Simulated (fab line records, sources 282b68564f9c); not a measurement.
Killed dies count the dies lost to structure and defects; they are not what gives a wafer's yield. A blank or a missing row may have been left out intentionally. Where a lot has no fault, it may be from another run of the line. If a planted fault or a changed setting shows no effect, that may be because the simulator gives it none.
Comparing a struck lot with a sound one || flow ritCmos || 27 out of 202 route steps
Sound: the wafers L686.2, L686.3, L686.5. Struck: wafer L691.2 (left out: L691.1, L691.4 of the same lot, which were not struck); the cause appears at the end.
Order at every step that has rows: each side's tool, ch and its chambers, its first start. Under that, the readings that differ: sound wafers || struck wafers || difference of the means || sigmas: that difference in standard deviations of wafers without a fault.
alike: readings with means less than 2 such deviations apart, plus words and numbers identical on both sides. not compared: withheld readings, readings lacking a value on some wafer, bounds such as >300 that could conceal the same value, and numbers that have no deviation in the record and whose values overlap.
The two part at a step that has a row with sigmas, a row that says differs or no value, or rows on one side only. Numbers that have no deviation but don't overlap get no sigmas and don't part them. A reading that every wafer of one side lacks parts them only if that side has two wafers or more.

first, 4 steps without rows for these wafers: RIT_CONTACT_SOFTBAKE_04 (time 60 s); RIT_CONTACT_EXPOSE_05 (exposes mask M11, target cd 1000 nm); RIT_CONTACT_PEB_06; RIT_CONTACT_DEVELOP_07 (develop time 120 s).
RIT_CONTACT_CD_MEAS_08: the cd target is 1000 nm.
  struck on cdSem-01, day 4 21:45; sound on cdSem-02, day 3 20:01
  alike: cdNm
RIT_CONTACT_OVL_MEAS_09:
  struck on overlay-02, day 4 21:52; sound on overlay-02, day 3 20:07
  alike: CONTACT_OVL
then, 1 step without rows for these wafers: RIT_CONTACT_HARDBAKE_10 (time 60 s).
RIT_CONTACT_ETCH_11: etches SiO2 in CHF3/CF4/Ar, stops on TiSi2, target depth 480 nm, time 320 s.
  sound on rieDiel-04 ch 0,2,3, day 3 20:18; struck on rieDiel-02 ch 3, day 4 22:04
  alike: CHF3_flow_sccm, cf4FlowSccm, drypumpMotorCurrentA, oesProductAu, throttleValvePct
  not compared: rfHoursCounterH
RIT_CONTACT_STRIP_12: strips in O2, time 180 s.
  sound on plasmaAsher-03 ch 0,1, day 3 20:30; struck on plasmaAsher-02 ch 1, day 4 22:15
  alike: drypumpMotorCurrentA
  not compared: rfHoursCounterH
RIT_CONTACT_CD_MEAS_90: the cd target is 1000 nm.
  struck on cdSem-02, day 4 22:26; sound on cdSem-01, day 3 20:41
  alike: cdNm
then, 2 steps without rows for these wafers: RIT_CONTACT_CLEAN_13 (cleans in SC1, time 600 s); RIT_CONTACT_CLEAN_14 (cleans in SC2, time 600 s).
RIT_M1_SPUTTER_00: material Al, target thk 400 nm, time 500 s.
  struck on pvdSputter-02, day 4 22:55; sound on pvdSputter-04, day 3 21:08
{"reading": "cathodeDcPowerW (W)", "sound": "1999.6 2000.2 1999.7", "struck": 2224.0, "difference": "+224.2", "sigmas": "+99 or more"}
{"reading": "model.Al_of_M1_SPUTTER_00.thkNm (nm)", "sound": "399.3 410 398.3", "struck": 441.9, "difference": "+39.4", "sigmas": ""}
  alike: substrateTempC, throttleValvePct
RIT_M1_RS_MEAS_01: the measuring method here is four-point-probe.
  struck on filmMetro-04, day 4 23:13; sound on filmMetro-02, day 3 21:28
{"reading": "M1_AL_RS (ohm/sq)", "sound": "0.0736 0.0716 0.0738", "struck": 0.0663, "difference": -0.0067, "sigmas": -7}
RIT_M1_THK_MEAS_02: measures by xrf.
  struck on filmMetro-04, day 4 23:20; sound on filmMetro-02, day 3 21:34
{"reading": "M1_AL_THK (nm)", "sound": "397 409 394", "struck": 440, "difference": "+40", "sigmas": "+7"}
then, 6 steps without rows for these wafers: RIT_M1_HMDS_03 (prime time 60 s); RIT_M1_COAT_04 (resist thk 1300 nm); RIT_M1_SOFTBAKE_05 (time 60 s); RIT_M1_EXPOSE_06 (exposes mask M12, target cd 2600 nm); RIT_M1_PEB_07; RIT_M1_DEVELOP_08 (develop time 68 s).
RIT_M1_CD_MEAS_09: the cd target is 2600 nm.
  struck on cdSem-01, day 5 00:23; sound on cdSem-02, day 3 22:38
  alike: cdNm
RIT_M1_OVL_MEAS_10:
  struck on overlay-01, day 5 00:31; sound on overlay-01, day 3 22:45
{"reading": "M1_OVL (nm)", "sound": "1.5 2.8 1.0", "struck": -2.9, "difference": -4.7, "sigmas": -3}
then, 1 step without rows for these wafers: RIT_M1_HARDBAKE_11 (time 120 s).
RIT_M1_METAL_ETCH_12: etches Al in Cl2/BCl3, stops on SiO2, time 165 s, target depth 600 nm.
  sound on rieMetal-02 ch 0,1, day 3 23:10; struck on rieMetal-04 ch 1, day 5 00:48
{"reading": "oesProductAu (a.u.)", "sound": "0.781 0.766 0.754", "struck": 0.843, "difference": "+0.076", "sigmas": "+5"}
  alike: drypumpMotorCurrentA, throttleValvePct
  not compared: rfHoursCounterH
then, 1 step without rows for these wafers: RIT_M1_STRIP_13 (strips in nmp, time 600 s).
RIT_M1_PROBE_99:
  struck on prober-01, day 5 03:06; sound on prober-02, day 4 01:28
{"reading": "sort_bin_6_memory (%)", "sound": "1.9 1.5 1.1", "struck": 0, "difference": -2, "sigmas": -2}
{"reading": "model.etest.m1.rsOhmSq", "sound": "0.07242 0.07113 0.07299", "struck": 0.06527, "difference": -0.00691, "sigmas": ""}
  alike: defectLimitedYield, killedAtContacts, killedAtFrontEnd, killedDies, killedOpen, killedShort, sort_bin_3_pad_short, sort_bin_5_function, sortNPass, sortYieldPct

## WHERE THEY PART
First at RIT_M1_SPUTTER_00; last, within this record, at RIT_M1_PROBE_99.

WHY: what had been put in by the simulator
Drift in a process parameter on pvdSputter-02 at RIT_M1_SPUTTER_00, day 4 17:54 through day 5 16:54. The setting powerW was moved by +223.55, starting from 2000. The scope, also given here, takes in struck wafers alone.
